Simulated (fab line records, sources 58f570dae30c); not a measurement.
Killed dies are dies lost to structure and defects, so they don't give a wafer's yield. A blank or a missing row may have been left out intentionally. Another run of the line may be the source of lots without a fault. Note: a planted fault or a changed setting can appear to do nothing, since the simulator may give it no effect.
fab line records | flow berkeley_cmos170
record: lots: 14 wafers: 42 last_day: 14
route steps=331 shown PWELL@40 GATE@141 PLDD@155 NLDD@168 SDANNEAL@204
lots that met no fault: from a run of the same line without faults
start_h: hours from the record's first day to the start of the lot's first wafer shown | wait_h: time in hours since the lot's previous step | " the same as in the row above | L1.1+2: several wafers, shown together as one row | - value missing, or start not given | * or withheld: withheld | < > ~ a bound
route shown NAME@n: NAME is a module with steps in the file, n the number in the route of the first one | usual: mean/standard deviation taken from wafers without a fault | same: alike in all rows | chamber/n: place in a boat | sites: per-site readings | _std_site: the standard deviation of these | _edge_site: the outer-site mean with the inner-site mean subtracted | radius_mm: how far each site lies from the wafer's centre | mask NAME#n: copy n | behind: the last tool/chamber to shape the wafer | hold: what put the lot on hold/how long, in hours/how the hold closed | device: whichever transistor did not switch (one of n, p or np) | end of line: tests run on the same wafers once the route is complete | a step given without rows: its recipe and nothing more | killed: count of dies lost to structure and defects at first sort (not the wafer's yield) | map: the dies of a wafer, with x for killed, . for not killed, _ for no die there
set.NAME: the run value of the setting; set.NAME@STEP: its run value at that earlier step | model.NAME: the simulator's own value behind a step, which no gauge read
route steps across a sampled set of lots; one table per step, one row per wafer
services: the hour from which a tool's chamber was out of use, counted from the record's first day as start_h (under 0 if before that day), plus the number of hours and why
== steps ==
step: UCB170_PWELL_THK_MEAS_06
recipe: reads: Si3N4_of_PWELL_CVD_05
usual: PWELL_NITRIDE_THK: 221.0/2
columns lot.wafer tool chamber start_h wait_h PWELL_NITRIDE_THK[nm]
L237.1 film_metro-04 - 57.59 0.0 222.5
L237.5 " - " " 221.2
L237.6 " - " " 222.3
L240.1 film_metro-01 - 71.66 0.1 219.5
L240.2 " - " " 222.1
L240.6 " - " " 220.4
L242.4 film_metro-04 - 80.02 0.0 220.7
L242.5 " - " " 221.2
L242.6 " - " " 222.2
L248.2 film_metro-01 - 105.99 0.0 222.6
L248.4 " - " " 224.6
L248.5 " - " " 222.4
L249.2 film_metro-01 - 115.01 0.0 220.9
L249.3 " - " " 223.0
L249.5 " - " " 221.8
L251.2 film_metro-01 - 136.06 0.0 220.2
L251.3 " - " " 221.0
L251.4 " - " " 221.6
L253.1 film_metro-04 - 143.90 0.0 222.7
L253.3 " - " " 221.5
L253.6 " - " " 221.0
L252.3 film_metro-01 - 143.92 0.0 220.9
L252.5 " - " " 217.9
L252.6 " - " " 219.0
L254.2 film_metro-02 - 143.93 0.0 221.8
L254.4 " - " " 223.9
L254.6 " - " " 222.5
L256.2 film_metro-01 - 166.91 0.0 224.4
L256.4 " - " " 223.0
L256.5 " - " " 225.9
L257.2 film_metro-02 - 166.91 0.0 221.6
L257.5 " - " " 220.5
L257.6 " - " " 221.2
L258.1 film_metro-04 - 173.80 0.0 221.1
L258.3 " - " " 223.9
L258.5 " - " " 222.2
L259.1 film_metro-02 - 173.80 0.0 217.5
L259.3 " - " " 218.0
L259.4 " - " " 217.5
L260.1 film_metro-04 - 180.33 0.0 222.6
L260.3 " - " " 221.0
L260.5 " - " " 223.2
step: UCB170_GATE_ETCH_15
recipe: chemistry: HBr/Cl2 target: poly-Si stop_on: SiO2 over_etch_frac: 0.3 icp_w: 300 bias_w: 150 time_s: 56.3 pressure_mtorr: 15 HBr_flow_sccm: 150 Cl2_flow_sccm: 50 target_depth_a: 2782
usual: HBr_flow_sccm: 150.1/0.43 drypump_motor_current_A: 5.5/0.56 oes_product_au: 0.820/0.012 throttle_valve_pct: 26.50/0.25
columns lot.wafer tool chamber start_h wait_h HBr_flow_sccm drypump_motor_current_A oes_product_au rf_hours_counter_h throttle_valve_pct
L237.1 rie_si-02 3 159.35 - 150.4 6.5 0.825 68 26.28
L237.5 " 2 " " 150.2 4.9 0.801 - 26.84
L237.6 " 3 " " 151.1 6.5 0.818 - 26.29
L240.1 rie_si-02 3 170.51 - 150.1 6.5 0.817 68 26.28
L240.2 " 0 " " 150.0 4.8 0.822 15 26.30
L240.6 " 3 " " 149.8 6.5 0.821 - 26.27
L242.4 rie_si-01 2 185.08 - 149.7 5.4 0.808 49 26.20
L242.5 " 0 " " 149.9 5.6 0.820 - 26.29
L242.6 " 1 " " 150.6 5.9 0.824 - 26.68
L248.2 rie_si-01 0 210.41 - 150.0 5.6 0.828 107 26.25
L248.4 " 2 " " 150.4 5.4 0.816 49 26.19
L248.5 " 1 " " 150.7 5.9 0.823 - 26.66
L249.2 rie_si-02 3 219.27 - 150.3 6.5 0.821 69 26.27
L249.3 " 2 " " 149.7 4.9 0.809 47 26.81
L249.5 " 1 " " 149.4 5.0 0.838 - 26.69
L251.2 rie_si-02 0 233.07 - 149.7 4.8 0.824 15 26.28
L251.3 " 1 " " 150.4 5.0 0.842 1 26.67
L251.4 " 3 " " 149.5 6.6 0.820 69 26.29
L254.2 rie_si-01 2 243.16 - 150.1 5.5 0.814 49 26.21
L254.4 " 1 " " 150.4 5.9 0.822 31 26.67
L254.6 " 3 " " 150.2 5.4 0.806 - 26.86
L253.1 rie_si-02 2 243.90 - 150.2 4.9 0.796 47 26.83
L253.3 " 1 " " 150.0 5.0 0.834 1 26.69
L253.6 " 1 " " 149.9 5.0 0.822 - 26.67
L252.3 rie_si-01 0 243.95 - 150.3 5.6 0.814 0 26.27
L252.5 " 2 " " 149.9 5.5 0.816 - 26.17
L252.6 " 1 " " 150.2 5.9 0.823 - 26.67
L257.2 rie_si-01 1 260.84 - 149.7 5.9 0.818 31 26.68
L257.5 " 2 " " 150.3 5.4 0.806 - 26.19
L257.6 " 1 " " 150.6 5.9 0.823 - 26.67
L256.2 rie_si-02 1 260.98 - 149.8 5.0 0.835 1 26.68
L256.4 " 2 " " 149.6 4.9 0.815 47 26.82
L256.5 " 1 " " 149.5 5.1 0.848 - 26.68
L258.1 rie_si-01 2 276.93 - 150.2 5.5 0.808 49 26.18
L258.3 " 3 " " 150.1 5.4 0.807 89 26.84
L258.5 " 3 " " 150.2 5.4 0.809 - 26.85
L259.1 rie_si-02 0 277.65 - 150.1 4.8 0.808 15 26.29
L259.3 " 1 " " 150.3 5.0 0.835 2 26.67
L259.4 " 3 " " 150.9 6.5 0.819 69 26.28
L260.1 rie_si-02 3 280.95 - 149.9 6.5 0.826 69 26.28
L260.3 " 1 " " 149.8 5.0 0.848 2 26.70
L260.5 " 2 " " 149.9 4.9 0.812 - 26.83
step: UCB170_PLDD_STRIP_10
recipe: chemistry: O2 power_w: 400 pressure_mtorr: 3500 platen_temp_c: withheld o2_flow_sccm: 400 overash_fraction: 0.5
usual: chamber_pressure_mTorr: 3500.1/3 drypump_motor_current_A: 5.5/0.3 oes_product_au: 0.734/0.0041 strip_time_to_endpoint_s: 21.63/0.055
columns lot.wafer tool chamber start_h wait_h chamber_pressure_mTorr drypump_motor_current_A oes_product_au rf_hours_counter_h strip_time_to_endpoint_s
L237.1 plasma_asher-01 0 161.43 0.1 3500.7 5.0 0.732 4 21.64
L237.5 " 1 " " 3496.1 5.9 0.731 - 21.60
L237.6 " 0 " " 3500.0 5.0 0.737 - 21.66
L240.1 plasma_asher-03 0 172.38 0.1 3500.1 5.7 0.735 45 21.62
L240.2 " 1 " " 3497.6 5.3 0.729 45 21.70
L240.6 " 1 " " 3499.8 5.3 0.737 - 21.60
L242.4 plasma_asher-04 0 187.07 0.1 3498.3 5.4 0.735 - 21.64
L242.5 " 1 " " 3499.3 5.7 0.735 - 21.69
L242.6 " 0 " " 3500.5 5.4 0.735 - 21.62
L248.2 plasma_asher-04 0 212.56 0.1 - - - - -
L248.4 " 1 " " - - - - -
L248.5 " 0 " " - - - - -
L249.2 plasma_asher-01 1 221.77 0.1 - - - - -
L249.3 " 1 " " - - - - -
L249.5 " 0 " " - - - - -
L251.2 plasma_asher-03 0 237.83 0.1 3501.3 5.7 0.738 52 21.63
L251.3 " 0 " " 3501.7 5.7 0.726 - 21.60
L251.4 " 1 " " 3501.4 5.3 0.736 - 21.62
L254.2 plasma_asher-03 1 245.21 0.1 3494.7 5.3 0.737 53 21.66
L254.4 " 1 " " 3503.3 5.3 0.735 - 21.75
L254.6 " 1 " " 3500.4 5.3 0.735 - 21.75
L253.1 plasma_asher-01 0 246.21 0.1 3503.3 5.0 0.731 12 21.66
L253.3 " 1 " " 3501.9 5.8 0.735 - 21.63
L253.6 " 0 " " 3499.6 5.0 0.733 - 21.59
L252.3 plasma_asher-01 0 246.51 0.1 3500.5 5.0 0.734 - 21.65
L252.5 " 0 " " 3501.8 5.0 0.737 - 21.62
L252.6 " 1 " " 3500.7 5.8 0.734 - 21.56
L257.2 plasma_asher-03 0 262.84 0.1 3498.6 5.8 0.740 55 21.60
L257.5 " 0 " " 3506.7 5.8 0.730 - 21.64
L257.6 " 1 " " 3501.9 5.3 0.731 - 21.61
L256.2 plasma_asher-01 1 263.08 0.1 3497.0 5.8 0.734 14 21.66
L256.4 " 1 " " 3497.1 5.8 0.739 - 21.61
L256.5 " 1 " " 3499.3 5.8 0.732 - 21.68
L258.1 plasma_asher-03 0 279.09 0.1 3498.0 5.7 0.738 57 21.57
L258.3 " 0 " " 3500.7 5.7 0.730 - 21.61
L258.5 " 1 " " 3495.2 5.3 0.731 - 21.60
L259.1 plasma_asher-01 1 279.98 0.1 3492.8 5.8 0.737 16 21.64
L259.3 " 0 " " 3503.4 5.0 0.734 - 21.66
L259.4 " 1 " " 3502.4 5.8 0.732 - 21.63
L260.1 plasma_asher-04 1 283.60 0.1 3501.5 5.7 0.739 50 21.68
L260.3 " 0 " " 3502.1 5.4 0.730 - 21.70
L260.5 " 0 " " 3498.2 5.4 0.724 - 21.63
step: UCB170_NLDD_STRIP_10
recipe: chemistry: O2 power_w: 400 pressure_mtorr: 3500 platen_temp_c: withheld o2_flow_sccm: 400 overash_fraction: 0.5
usual: chamber_pressure_mTorr: 3500/3.1 drypump_motor_current_A: 5.5/0.35 oes_product_au: 0.734/0.0047 strip_time_to_endpoint_s: 21.64/0.057
columns lot.wafer tool chamber start_h wait_h chamber_pressure_mTorr drypump_motor_current_A oes_product_au rf_hours_counter_h strip_time_to_endpoint_s
L237.1 plasma_asher-04 1 163.26 0.1 3503 5.7 0.733 37 21.63
L237.5 " 1 " " 3501 5.7 0.732 - 21.67
L237.6 " 0 " " 3502 5.4 0.735 - 21.66
L240.1 plasma_asher-02 0 174.71 0.1 3502 5.9 0.734 46 21.49
L240.2 " 1 " " 3502 5.3 0.728 46 21.54
L240.6 " 0 " " 3503 5.9 0.733 - 21.50
L242.4 plasma_asher-04 1 189.23 0.1 3498 5.7 0.733 - 21.66
L242.5 " 1 " " 3504 5.7 0.736 - 21.68
L242.6 " 0 " " 3499 5.4 0.736 - 21.62
L248.2 plasma_asher-04 0 214.19 0.1 3497 5.4 0.745 42 47.61
L248.4 " 0 " " 3499 5.4 0.733 - 47.69
L248.5 " 0 " " 3498 5.4 0.738 - 47.62
L249.2 plasma_asher-01 0 224.90 0.1 3500 5.0 0.737 10 47.79
L249.3 " 1 " " 3498 5.8 0.734 - 47.84
L249.5 " 1 " " 3500 5.9 0.736 - 47.77
L251.2 plasma_asher-01 1 239.52 0.1 3498 5.8 0.741 12 21.67
L251.3 " 1 " " 3503 5.8 0.733 - 21.63
L251.4 " 0 " " 3506 5.0 0.729 - 21.68
L254.2 plasma_asher-02 0 246.91 0.1 3501 5.9 0.733 54 21.64
L254.4 " 0 " " 3503 5.9 0.732 - 21.71
L254.6 " 0 " " 3503 5.9 0.728 - 21.75
L253.1 plasma_asher-01 1 247.84 0.1 3499 5.8 0.728 13 21.66
L253.3 " 1 " " 3494 5.8 0.730 - 21.68
L253.6 " 1 " " 3498 5.8 0.740 - 21.68
L252.3 plasma_asher-01 0 248.32 0.1 3500 5.0 0.741 - 21.62
L252.5 " 0 " " 3499 5.0 0.742 - 21.63
L252.6 " 1 " " 3501 5.8 0.736 - 21.66
L257.2 plasma_asher-01 0 264.80 0.1 3502 5.0 0.724 14 21.54
L257.5 " 1 " " 3504 5.8 0.730 - 21.56
L257.6 " 0 " " 3504 5.0 0.741 - 21.54
L256.2 plasma_asher-02 0 265.08 0.1 3495 5.9 0.740 56 21.70
L256.4 " 1 " " 3503 5.3 0.741 - 21.77
L256.5 " 0 " " 3503 5.8 0.735 - 21.72
L258.1 plasma_asher-02 0 281.11 0.1 3507 5.9 0.735 58 21.56
L258.3 " 1 " " 3497 5.3 0.737 - 21.59
L258.5 " 1 " " 3499 5.3 0.731 - 21.59
L259.1 plasma_asher-04 1 282.33 0.1 3506 5.7 0.737 50 21.61
L259.3 " 0 " " 3504 5.4 0.733 - 21.57
L259.4 " 1 " " 3505 5.7 0.736 - 21.61
L260.1 plasma_asher-01 1 285.91 0.1 3502 5.8 0.732 17 21.58
L260.3 " 1 " " 3500 5.8 0.723 - 21.62
L260.5 " 0 " " 3502 5.0 0.732 - 21.63
step: UCB170_NLDD_TW_MEAS_11
usual: NLDD_TW: 2218/20
columns lot.wafer tool chamber start_h wait_h NLDD_TW
L237.1 film_metro-02 - 163.36 0.1 2244
L237.5 " - " " 2258
L237.6 " - " " 2239
L240.1 film_metro-03 - 174.81 0.1 2207
L240.2 " - " " 2197
L240.6 " - " " 2202
L242.4 film_metro-03 - 189.33 0.1 2206
L242.5 " - " " 2210
L242.6 " - " " 2202
L248.2 film_metro-02 - 214.30 0.1 30
L248.4 " - " " 31
L248.5 " - " " 30
L249.2 film_metro-04 - 225.01 0.1 30
L249.3 " - " " 30
L249.5 " - " " 30
L251.2 film_metro-03 - 239.63 0.1 2219
L251.3 " - " " 2213
L251.4 " - " " 2203
L254.2 film_metro-02 - 247.02 0.1 2243
L254.4 " - " " 2254
L254.6 " - " " 2245
L253.1 film_metro-03 - 247.94 0.1 2202
L253.3 " - " " 2207
L253.6 " - " " 2195
L252.3 film_metro-03 - 248.41 0.1 2198
L252.5 " - " " 2194
L252.6 " - " " 2196
L257.2 film_metro-04 - 264.91 0.1 2206
L257.5 " - " " 2210
L257.6 " - " " 2211
L256.2 film_metro-03 - 265.19 0.1 2227
L256.4 " - " " 2198
L256.5 " - " " 2217
L258.1 film_metro-03 - 281.21 0.1 2202
L258.3 " - " " 2206
L258.5 " - " " 2204
L259.1 film_metro-03 - 282.43 0.1 2202
L259.3 " - " " 2192
L259.4 " - " " 2203
L260.1 film_metro-04 - 286.01 0.1 2219
L260.3 " - " " 2201
L260.5 " - " " 2221
step: UCB170_SDANNEAL_RTA_00
recipe: temp_c: 900 time_s: 10 ambient: N2
usual: lamp_power_pct: 24.1/2.7 wafer_temp_C_max: 903.1/0.6
columns lot.wafer tool chamber start_h wait_h lamp_power_pct wafer_temp_C_max
L237.1 rtp_anneal-02 0 175.27 0.0 21.1 903.1
L237.5 " 0 " " 21.1 903.2
L237.6 " 0 " " 21.1 902.6
L240.1 rtp_anneal-02 0 184.95 0.0 21.1 903.0
L240.2 " 0 " " 21.1 902.6
L240.6 " 0 " " 21.1 903.6
L242.4 rtp_anneal-02 0 202.83 0.0 21.1 903.0
L242.5 " 0 " " 21.1 904.1
L242.6 " 0 " " 21.1 903.4
L248.2 rtp_anneal-01 0 226.00 0.0 26.5 903.3
L248.4 " 0 " " 26.6 902.9
L248.5 " 0 " " 26.6 902.9
L249.2 rtp_anneal-02 0 237.23 0.0 21.1 903.0
L249.3 " 0 " " 21.1 903.6
L249.5 " 0 " " 21.1 902.8
L251.2 rtp_anneal-01 0 251.74 0.0 26.6 903.7
L251.3 " 0 " " 26.6 903.4
L251.4 " 0 " " 26.6 903.4
L254.2 rtp_anneal-02 0 261.82 0.0 21.1 904.1
L254.4 " 0 " " 21.2 903.0
L254.6 " 0 " " 21.1 904.3
L253.1 rtp_anneal-02 0 261.98 0.0 21.1 903.2
L253.3 " 0 " " 21.1 904.2
L253.6 " 0 " " 21.2 901.9
L252.3 rtp_anneal-01 0 262.03 0.0 26.6 902.7
L252.5 " 0 " " 26.6 902.9
L252.6 " 0 " " 26.6 903.6
L256.2 rtp_anneal-02 0 277.02 0.0 21.2 902.6
L256.4 " 0 " " 21.1 903.3
L256.5 " 0 " " 21.1 903.7
L257.2 rtp_anneal-01 0 277.09 0.0 26.6 903.1
L257.5 " 0 " " 26.6 902.8
L257.6 " 0 " " 26.6 902.5
L258.1 rtp_anneal-02 0 296.26 0.0 21.1 903.4
L258.3 " 0 " " 21.1 904.5
L258.5 " 0 " " 21.1 902.4
L259.1 rtp_anneal-01 0 296.26 0.0 26.6 903.4
L259.3 " 0 " " 26.5 902.5
L259.4 " 0 " " 26.6 902.9
L260.1 rtp_anneal-01 0 298.34 0.0 26.6 902.5
L260.3 " 0 " " 26.6 902.4
L260.5 " 0 " " 26.5 902.4
== services ==
columns tool chamber start_h hours kind
plasma_asher-04 - 147.44 3.3 repair
plasma_asher-03 - 148.33 2.8 pm
rie_si-01 0 227.67 - clean
rie_si-01 0 227.67 13.4 scheduled_down
rie_si-01 0 227.67 13.4 vent_cycle
rie_si-02 1 261.41 3.9 repair
plasma_asher-04 - 277.98 1.4 repair
== key ==
first_sign: step: UCB170_PLDD_STRIP_10 reading: tool_record direction: missing
effect: step: UCB170_NLDD_STRIP_10 reading: strip_time_to_endpoint_s direction: up sigmas: 99+ usual: * struck: *
effect: step: UCB170_NLDD_TW_MEAS_11 reading: NLDD_TW direction: down sigmas: 99+ usual: 2218 struck: 30
met_at UCB170_PLDD_STRIP_10
struck_lots L248,L249
sort_left_out L248.2,L248.4,L248.5,L249.2,L249.3,L249.5
tester_left_out L248,L249
not_acting_at UCB170_PWELL_THK_MEAS_06,UCB170_GATE_ETCH_15,UCB170_SDANNEAL_RTA_00
onset_between 187.07 212.56
fault: kind: skipped_step_whole tool: plasma_asher-01,plasma_asher-04 chamber: - onset_h: 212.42 steps: UCB170_PLDD_STRIP_10 scope: struck_lots_only
tester_left_out: of these lots the tester's yield and bins aren't shown, on N5 and GAA mostly nor the transistor test; their killed dies are dies lost to structure and defects alone, not to doping, threshold or leakage, so they don't give the yield
sort_left_out: the simulated sort isn't trusted on such a fault, so these wafers' sort isn't shown, and their yield isn't known
